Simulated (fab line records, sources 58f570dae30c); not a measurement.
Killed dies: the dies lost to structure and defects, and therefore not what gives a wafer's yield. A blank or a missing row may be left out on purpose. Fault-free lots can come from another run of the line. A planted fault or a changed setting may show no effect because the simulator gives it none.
One fault through the eyes of 2 desks | flow berkeleyCmos170 | numbers are kept per desk, each desk with only its own; the story behind them comes last

== AT THE METROLOGY DESK ==
What the gauges read, lot by lot, whatever tool the lot ran on: means of the sampled wafers that have a number. Any lot whose mean is over 4 standard deviations away from the usual mean is out of limits and marked OUT; that distance is given in the brackets.
Columns: A = cdNm at UCB170_V2_CD_MEAS_90, usual 699.9 nm; B = M3_AL_RS at UCB170_M3_RS_MEAS_02, usual 0.0321 ohm/sq; C = M3_AL_THK at UCB170_M3_THK_MEAS_03, usual 907 nm; D = cdNm at UCB170_M3_CD_MEAS_15, usual 700.4 nm; E = M3_OVL at UCB170_M3_OVL_MEAS_16, usual 1 nm
lot  | first seen here | A     | B      | C   | D     | E
L253 | day 9 22:04     | 701.1 | 0.0322 | 903 | 699.7 | 7
L255 | day 9 23:34     | 700.8 | 0.0321 | 907 | 699.0 | 7
L269 | day 12 12:33    | 701.9 | 0.0322 | 901 | 700.5 | -5
L265 | day 12 14:58    | 698.5 | 0.0318 | 918 | 701.6 | 9
L266 | day 12 17:19    | 699.7 | 0.0325 | 898 | 705.1 | -5
L270 | day 13 13:39    | 699.0 | 0.0319 | 916 | 701.5 | 4
Finding of this desk: none of the 6 lots has anything out of limits.

== DESK OF THE TOOL OWNER: lithoTrack-03 ==
The tool's own readings at UCB170_M3_COAT_10 (resist thk 900 nm): means of the sampled wafers that have a number, for each lot that ran on this tool. Any lot whose mean is over 4 standard deviations away from the usual mean is out of limits and marked OUT; that distance is given in the brackets.
Columns: A = exhaustPa at UCB170_M3_COAT_10, usual 44.9 Pa; B = resistLineTempC at UCB170_M3_COAT_10, usual 23.00 C
lot  | first seen here | A    | B
L255 | day 10 01:00    | 44.3 | 23.10
L265 | day 12 16:00    | 44.6 | 22.96
L266 | day 12 18:00    | 44.6 | 23.09
Finding of this desk: none of the 3 lots has anything out of limits.

== BROUGHT TOGETHER ==
Metrology desk: nothing out of limits seen.
The tool owner's desk saw nothing out of limits.

== WHAT WAS PUT IN BY THE SIMULATOR ==
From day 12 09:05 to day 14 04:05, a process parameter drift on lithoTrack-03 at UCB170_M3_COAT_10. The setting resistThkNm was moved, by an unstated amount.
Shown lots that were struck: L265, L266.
